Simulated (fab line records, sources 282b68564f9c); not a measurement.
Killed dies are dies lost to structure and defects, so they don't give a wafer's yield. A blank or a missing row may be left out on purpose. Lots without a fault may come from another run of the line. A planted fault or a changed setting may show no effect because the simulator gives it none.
Which tool did it? | flow rit_cmos | 14 lots, 42 wafers sampled, at 2 steps of a route of 202

WHAT THE GAUGES READ, wafer by wafer
RIT_WELLDRIVE_RS_MEAS_02: measures by four-point-probe.
lot  | measured    | on            | PWELL_RS (ohm/sq)
L399 | day 2 10:17 | film_metro-01 | 430.6 430.5 431.0
L400 | day 2 18:58 | film_metro-04 | 430.1 428.7 430.0
L401 | day 2 22:02 | film_metro-03 | 429.6 430.6 430.2
L402 | day 3 02:48 | film_metro-03 | 429.8 428.7 429.0
L404 | day 3 16:37 | film_metro-04 | 428.0 430.1 428.9
L405 | day 3 21:03 | film_metro-01 | 429.7 429.7 431.5
L408 | day 4 09:27 | film_metro-01 | 431.6 431.6 432.5
L409 | day 4 14:34 | film_metro-03 | 428.9 428.8 429.9
L410 | day 4 17:35 | film_metro-04 | 430.6 432.0 432.2
L411 | day 5 02:43 | film_metro-01 | 430.1 431.1 432.0
L416 | day 5 23:16 | film_metro-03 | 442.9 444.3 443.5
L417 | day 6 05:38 | film_metro-03 | 429.5 430.5 430.2
L418 | day 6 10:43 | film_metro-04 | 445.5 444.4 444.8
L421 | day 7 03:42 | film_metro-03 | 431.2 431.4 430.9

WHICH TOOL RAN EACH LOT (tool, then ch and the chambers of the sampled wafers, then the start)
lot  | RIT_PWELL_IMPLANT_08
L399 | implanter-02 ch 0, day 2 04:38
L400 | implanter-01 ch 0, day 2 13:23
L401 | implanter-01 ch 0, day 2 15:20
L402 | implanter-02 ch 0, day 2 20:19
L404 | implanter-02 ch 0, day 3 11:02
L405 | implanter-02 ch 0, day 3 13:44
L408 | implanter-02 ch 0, day 4 03:53
L409 | implanter-02 ch 0, day 4 07:34
L410 | implanter-01 ch 0, day 4 12:01
L411 | implanter-02 ch 0, day 4 20:28
L416 | implanter-01 ch 0, day 5 17:41
L417 | implanter-02 ch 0, day 6 00:03
L418 | implanter-01 ch 0, day 6 04:24
L421 | implanter-04 ch 0, day 6 19:12
- RIT_PWELL_IMPLANT_08

WHAT THE TOOLS THEMSELVES READ (means of the sampled wafers that have a number; where no wafer has one, the mark that the record gives instead)
RIT_PWELL_IMPLANT_08.
lot  | tool         | dose_ions_cm2 | faraday_current_uA
L399 | implanter-02 | 6.993e+13     | 225
L400 | implanter-01 | 6.994e+13     | 221
L401 | implanter-01 | 6.998e+13     | 223
L402 | implanter-02 | 6.994e+13     | 225
L404 | implanter-02 | 6.993e+13     | 221
L405 | implanter-02 | 6.996e+13     | 224
L408 | implanter-02 | 6.996e+13     | 219
L409 | implanter-02 | 7.013e+13     | 225
L410 | implanter-01 | 7.000e+13     | 221
L411 | implanter-02 | 6.997e+13     | 221
L416 | implanter-01 | 6.644e+13     | 212
L417 | implanter-02 | 7.012e+13     | 222
L418 | implanter-01 | 6.653e+13     | 209
L421 | implanter-04 | 7.010e+13     | 219

THE ANSWER, worked out from the rows above alone
Rule: what is usual is taken from the lots themselves. Put in order of their means at a reading, lots are off if they are a third of the lots or fewer, leave a main group of 4 or more, and stand apart from it by a gap of 3 or more times the standard deviation of the main group's means; of several such gaps the widest counts. A main group whose means are all the same, to the digits that the tables above print for the reading, isn't used. A lot without any number at a reading at which 4 lots or more have one is off too. The other lots that the step has rows for count as sound. The gauges are gone through in route order, then the tools' own readings, and for those a lot's mean is taken as printed above. The first step at which some lot is off is used, and at that step the reading that is off furthest; a lot without a number counts as furthest.
Off: L416, L418, at RIT_WELLDRIVE_RS_MEAS_02 (PWELL_RS). The main group: mean 430.3 ohm/sq, standard deviation 0.94.
A tool fits if, at a process step before that reading, it ran every lot that is off, and no sound lot after the first of them. The gauges at RIT_WELLDRIVE_RS_MEAS_02 aren't tried: what is off there is off at RIT_PWELL_IMPLANT_08 too, on other tools, and a gauge's error can't cause that. One fits: implanter-01 at RIT_PWELL_IMPLANT_08. Its last sound lot is L410 (day 4 12:01), its first lot that is off L416 (day 5 17:41): a fault that began between those two fits.
The tool's own readings at RIT_PWELL_IMPLANT_08 bear it out: on the lots that are off they differ by more than 5 times the standard deviation of the sound lots' means. dose_ions_cm2 reads 6.648e+13 there against 7.000e+13 on the sound lots; faraday_current_uA reads 210 there against 222 on the sound lots.

WHAT THE SIMULATOR HAD PUT IN
Process parameter drift: implanter-01, from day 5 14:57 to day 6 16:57, at RIT_PWELL_IMPLANT_08. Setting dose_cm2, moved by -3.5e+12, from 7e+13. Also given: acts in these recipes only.
Lots struck among those shown: L416, L418. The rule above found the same.
